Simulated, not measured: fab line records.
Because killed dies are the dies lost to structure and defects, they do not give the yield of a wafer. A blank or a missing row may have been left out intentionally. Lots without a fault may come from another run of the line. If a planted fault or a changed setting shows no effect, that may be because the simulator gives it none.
Struck lot and sound lot, side by side    flow berkeley-cmos170    24 steps out of a route of 331
Sound: wafers L295.2, L295.3, L295.5. Wafers L301.2, L301.5, L301.6 were the ones struck. Last of all comes the cause.
At each step with rows: each side's tool, then ch and its chambers, then its first start. Under that, the readings that differ: sound wafers    struck wafers    difference of the means    sigmas: that difference in standard deviations of wafers without a fault.
alike: readings whose means differ by less than 2 such deviations, and words and numbers that are the same on both sides. not compared: withheld readings, readings that some wafer has no value for, bounds like >300 that may hide the same value, and numbers for which the record gives no deviation and whose values overlap.
A row with sigmas, a row that says differs or no value, or rows on one side alone: a step with any of these is where the two part. When numbers do not overlap yet have no deviation, they are printed without sigmas and do not part them. A reading that every wafer of one side lacks parts them only if that side has two wafers or more.

first, 6 steps without rows for these wafers: UCB170_ZERO_HMDS_00 (prime time 60 s); UCB170_ZERO_COAT_01 (resist thk 900 nm); UCB170_ZERO_SOFTBAKE_02 (time 60 s); UCB170_ZERO_EXPOSE_03 (exposes mask PM MARKS, target cd 4000 nm); UCB170_ZERO_PEB_04; UCB170_ZERO_DEVELOP_05 (develop time 45 s).
UCB170_ZERO_ETCH_06: etches SiO2 in CHF3/CF4/Ar, time 12 s.
  sound on rie-diel-04 ch 1,2,3, day 2 05:14; struck on rie-diel-03 ch 1,2,3, day 3 08:42
  alike: cf4-flow-sccm, drypump-motor-current-A, oes-product-au, throttle-valve-pct
  not compared: rf-hours-counter-h
UCB170_ZERO_STRIP_07: strips in O2.
  sound on plasma-asher-04 ch 0,1, day 2 05:15; struck on plasma-asher-04 ch 0,1, day 3 08:44
  alike: drypump-motor-current-A, oes-product-au, strip-time-to-endpoint-s
  not compared: rf-hours-counter-h
then, 2 steps without rows for these wafers: UCB170_NWELL_WET_ETCH_00 (etches SiO2 in dHF, time 200 s); UCB170_NWELL_OXIDATION_01 (target thk 26.4 nm, ox time 1260 s).
UCB170_NWELL_THK_MEAS_02:
  sound on film-metro-03, day 2 09:05; struck on film-metro-03, day 3 12:52
reading               sound           struck          difference  sigmas
NWELL_OXIDE_THK (nm)  26.1 26.6 26.8  25.5 25.2 25.4  -1.1        -2
then, 1 step without rows for these wafers: UCB170_NWELL_ANNEAL_03 (time 900 s).
UCB170_NWELL_CVD_04: deposits Si3N4 from SiH2Cl2/NH3, target thk 224 nm, time 3360 s.
  sound on lpcvd-02 ch 0, day 2 11:59; struck on lpcvd-02 ch 1, day 3 16:04
reading                                  sound            struck             difference  sigmas
model.Si3N4_of_NWELL_CVD_04.thk-nm (nm)  224 223.3 223.3  155.5 156.2 156.2  -67.6       
UCB170_NWELL_THK_MEAS_05:
  sound on film-metro-04, day 2 13:56; struck on film-metro-03, day 3 18:01
reading                 sound              struck             difference  sigmas
NWELL_NITRIDE_THK (nm)  224.1 223.3 223.3  155.6 156.2 156.2  -67.6       -32
then, 4 steps without rows for these wafers: UCB170_NWELL_HMDS_06 (prime time 60 s); UCB170_NWELL_COAT_07 (resist thk 900 nm); UCB170_NWELL_SOFTBAKE_08 (time 60 s); UCB170_NWELL_EXPOSE_09 (exposes mask NWELL, target cd 3000 nm).
UCB170_NWELL_PEB_10:
  sound on litho-track-01 ch 0, day 2 14:41; struck on litho-track-01 ch 0, day 3 18:39
  alike: plate-sensor-t-centre-C, plate-sensor-t-edge-C
then, 1 step without rows for these wafers: UCB170_NWELL_DEVELOP_11 (develop time 45 s).
UCB170_NWELL_OVL_MEAS_12:
  sound on overlay-02, day 2 14:56; struck on overlay-02, day 3 18:54
  alike: NWELL_OVL
UCB170_NWELL_ETCH_13: etches Si3N4 in CH3F/Ar/O2, stops on SiO2, target depth 246.4 nm, time 154 s.
  sound on rie-diel-01 ch 0,1,3, day 2 14:58; struck on rie-diel-04 ch 2,3, day 3 18:56
reading                   sound              struck             difference  sigmas
oes-product-au (a.u.)     0.930 0.954 0.938  0.756 0.768 0.755  -0.181      -11
model.etch.depth-nm (nm)  224 223.3 223.3    155.5 156.2 156.2  -67.6       
  alike: drypump-motor-current-A, throttle-valve-pct
  not compared: rf-hours-counter-h
next, for these wafers, 1 step has no rows: UCB170_NWELL_IMPLANT_14.
UCB170_M3_PROBE_99:
  sound wafers here have rows in the record (prober-02, day 7 23:25); struck ones have none

== WHERE THEY PART ==
First at UCB170_NWELL_THK_MEAS_02; last, within this record, at UCB170_M3_PROBE_99.

WHY: the cause the simulator had injected
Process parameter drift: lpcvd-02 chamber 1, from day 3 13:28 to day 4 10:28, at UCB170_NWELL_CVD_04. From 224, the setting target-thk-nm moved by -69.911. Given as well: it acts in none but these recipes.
